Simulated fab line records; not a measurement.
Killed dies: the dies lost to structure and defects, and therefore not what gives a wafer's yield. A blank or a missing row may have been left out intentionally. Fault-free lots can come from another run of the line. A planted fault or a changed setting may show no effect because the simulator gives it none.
A sampling plan put to the test | flow berkeley-cmos170 | 8 faults told of in these records, all on one fab line, each judged by the records of the lots it struck
What counts as the plan is the set of the line's own looks, namely the steps on the route at which a gauge or an inspection reads a wafer and does not change it. Where struck wafers have a number at a look and the file lists that look's usual mean and standard deviation on fault-free wafers, the look can be judged. Caught: the struck wafers' mean, at a look after the fault's first step, is 4 or more of those standard deviations (sigma) away from the usual mean. On the tool: the identical test, applied to the tool's own readings at the steps of the fault. Also counted as caught: the struck wafers showing another recipe, or a record that is empty for them alone.

== THE FAULTS, as the simulator had put them in ==
1. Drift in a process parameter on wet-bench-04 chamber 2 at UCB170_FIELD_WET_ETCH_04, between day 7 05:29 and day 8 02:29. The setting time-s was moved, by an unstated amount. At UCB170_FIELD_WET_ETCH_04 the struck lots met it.
2. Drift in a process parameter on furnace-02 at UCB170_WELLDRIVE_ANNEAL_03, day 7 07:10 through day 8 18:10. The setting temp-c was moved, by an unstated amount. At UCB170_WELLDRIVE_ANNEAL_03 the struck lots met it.
3. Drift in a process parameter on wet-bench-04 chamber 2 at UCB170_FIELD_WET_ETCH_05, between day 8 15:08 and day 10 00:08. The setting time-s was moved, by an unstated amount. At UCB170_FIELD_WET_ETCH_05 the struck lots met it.
4. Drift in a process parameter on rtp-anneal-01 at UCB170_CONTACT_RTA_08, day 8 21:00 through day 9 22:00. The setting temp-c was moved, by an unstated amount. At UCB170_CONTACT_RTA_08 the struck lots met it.
5. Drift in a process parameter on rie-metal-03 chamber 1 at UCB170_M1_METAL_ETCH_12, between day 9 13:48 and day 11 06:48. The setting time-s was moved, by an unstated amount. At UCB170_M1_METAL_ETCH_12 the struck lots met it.
6. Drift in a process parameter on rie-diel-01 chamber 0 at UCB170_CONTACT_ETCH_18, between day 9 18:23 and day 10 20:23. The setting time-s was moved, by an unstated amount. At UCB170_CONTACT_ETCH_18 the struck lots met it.
7. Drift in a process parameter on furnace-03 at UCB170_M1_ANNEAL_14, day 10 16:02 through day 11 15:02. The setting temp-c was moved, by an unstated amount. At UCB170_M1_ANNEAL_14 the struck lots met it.
8. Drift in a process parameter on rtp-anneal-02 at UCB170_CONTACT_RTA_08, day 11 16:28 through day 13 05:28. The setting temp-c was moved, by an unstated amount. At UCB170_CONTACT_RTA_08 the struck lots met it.

== WHAT THE PLAN SAW ==
fault | on the tool itself                     | first look that catches it                      | reading, sigma | median hours from its first step to that look | hours from the fault's start to the first struck lot there | judged looks passed uncaught
1     | run-length-s -35 sigma                 | not the one look that can be judged after it    | -              | -                                             | -                                                          | 1
2     | tube-center-temp-C +99 or beyond sigma | none of the 2 looks that can be judged after it | -              | -                                             | -                                                          | 2
3     | run-length-s +99 or beyond sigma       | not the one look that can be judged after it    | -              | -                                             | -                                                          | 1
4     | wafer_temp_C_max -16 sigma             | not the one look that can be judged after it    | -              | -                                             | -                                                          | 1
5     | run-length-s -12 sigma                 | not the one look that can be judged after it    | -              | -                                             | -                                                          | 1
6     | run-length-s +99 or beyond sigma       | not the one look that can be judged after it    | -              | -                                             | -                                                          | 1
7     | tube-center-temp-C +99 or beyond sigma | none of the 2 looks that can be judged after it | -              | -                                             | -                                                          | 2
8     | wafer_temp_C_max +58 sigma             | not the one look that can be judged after it    | -              | -                                             | -                                                          | 1
A dash: the fault is not caught, or the number is missing from these records.

Caught at a look: 0 of 8. Caught on the tool: 8 of 8. By one or the other: 8 of 8.
Caught on the tool alone: faults 1, 2, 3, 4, 5, 6, 7, 8.
